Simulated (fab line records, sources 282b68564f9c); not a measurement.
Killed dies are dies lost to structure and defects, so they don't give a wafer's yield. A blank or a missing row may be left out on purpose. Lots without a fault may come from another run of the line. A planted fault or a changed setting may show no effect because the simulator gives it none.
Tool commonality check | flow rit_cmos | 14 lots, 42 wafers sampled

WHY IT WAS OPENED
At RIT_SPACER_THK_MEAS_04 the reading SPACER_NITRIDE_THK is flagged on 2 of 14 lots. Wafers without a fault read 249.9 nm, standard deviation 2.2.
Rule: a lot is flagged when every wafer of it that has a number lies more than 4 standard deviations from that mean, or none has a number. The other lots count as sound.

lot  | measured    | on            | SPACER_NITRIDE_THK (nm), wafer by wafer | flag
L945 | day 2 21:52 | film_metro-03 | 247.5 248.1 249.3                       |
L946 | day 3 04:16 | film_metro-01 | 250.3 248.9 248.3                       |
L947 | day 3 08:14 | film_metro-03 | 249.4 252.8 249.9                       |
L948 | day 3 12:27 | film_metro-04 | 248.7 249.0 249.7                       |
L949 | day 3 19:15 | film_metro-01 | 253.9 254.8 251.6                       |
L950 | day 4 03:41 | film_metro-03 | 250.0 249.6 247.7                       |
L951 | day 4 07:22 | film_metro-04 | 249.8 247.9 247.7                       |
L954 | day 4 20:08 | film_metro-04 | 250.5 249.7 252.1                       |
L955 | day 5 06:33 | film_metro-01 | 251.8 252.1 252.6                       |
L956 | day 5 10:38 | film_metro-01 | 249.3 248.0 249.4                       |
L958 | day 5 16:37 | film_metro-04 | 249.7 248.2 249.1                       |
L964 | day 6 23:31 | film_metro-01 | 205.1 204.1 204.9                       | FLAGGED
L966 | day 7 09:47 | film_metro-04 | 206.1 205.2 203.4                       | FLAGGED
L967 | day 7 16:19 | film_metro-04 | 251.9 252.4 250.9                       |
The numbers of the flagged lots are 204.8 nm on average: -45.1 nm against the usual, or -20 standard deviations.

WHICH TOOL RAN EACH LOT
The record holds 1 process step before the reading, out of a route of 202 steps. In each cell: the tool, then ch and the chambers that the sampled wafers went through, then the start.
lot  | flag    | RIT_SPACER_CVD_03
L945 |         | lpcvd-02 ch 0, day 2 19:55
L946 |         | lpcvd-01 ch 0, day 3 02:21
L947 |         | lpcvd-01 ch 1, day 3 06:19
L948 |         | lpcvd-02 ch 0, day 3 10:32
L949 |         | lpcvd-01 ch 1, day 3 17:20
L950 |         | lpcvd-01 ch 0, day 4 01:47
L951 |         | lpcvd-02 ch 1, day 4 05:26
L954 |         | lpcvd-01 ch 1, day 4 18:13
L955 |         | lpcvd-01 ch 1, day 5 03:40
L956 |         | lpcvd-01 ch 0, day 5 08:43
L958 |         | lpcvd-02 ch 0, day 5 14:41
L964 | FLAGGED | lpcvd-02 ch 1, day 6 21:35
L966 | FLAGGED | lpcvd-02 ch 1, day 7 07:52
L967 |         | lpcvd-01 ch 1, day 7 14:24
What these steps do:
- RIT_SPACER_CVD_03: deposits Si3N4 from SiH2Cl2/NH3, target thk 250 nm, time 3300 s.
- RIT_SPACER_THK_MEAS_04

FLAGGED OVER TOTAL, TOOL BY TOOL (the gauges that took the reading come last)
step                   | tool          | lots run | flagged | share of the flagged lots | sound lots run after its first flagged lot
RIT_SPACER_CVD_03      | lpcvd-01      | 8        | 0       | none                      | -
RIT_SPACER_CVD_03      | lpcvd-02      | 6        | 2       | all                       | 0
RIT_SPACER_THK_MEAS_04 | film_metro-01 | 5        | 1       | some                      | 0
RIT_SPACER_THK_MEAS_04 | film_metro-03 | 3        | 0       | none                      | -
RIT_SPACER_THK_MEAS_04 | film_metro-04 | 6        | 1       | some                      | 1 (L967)

WHAT THE TABLE ALLOWS
1 row of the table ran every flagged lot: lpcvd-02 at RIT_SPACER_CVD_03.
- lpcvd-02 at RIT_SPACER_CVD_03: 2 of its 6 lots flagged. Its last sound lot is L958 (day 5 14:41), its first flagged lot L964 (day 6 21:35): a fault that began between those two fits. Its own readings lie more than 4 standard deviations out on every wafer of the flagged lots: pressure_mtorr.
One tool is left: lpcvd-02 at RIT_SPACER_CVD_03.

WHAT THE SIMULATOR HAD PUT IN
Process parameter drift: lpcvd-02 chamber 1, from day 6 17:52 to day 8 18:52, at RIT_SPACER_CVD_03. Setting pressure_mtorr, moved by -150, from 300. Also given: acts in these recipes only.
Lots struck among those shown: L964, L966. The rule above found the same.
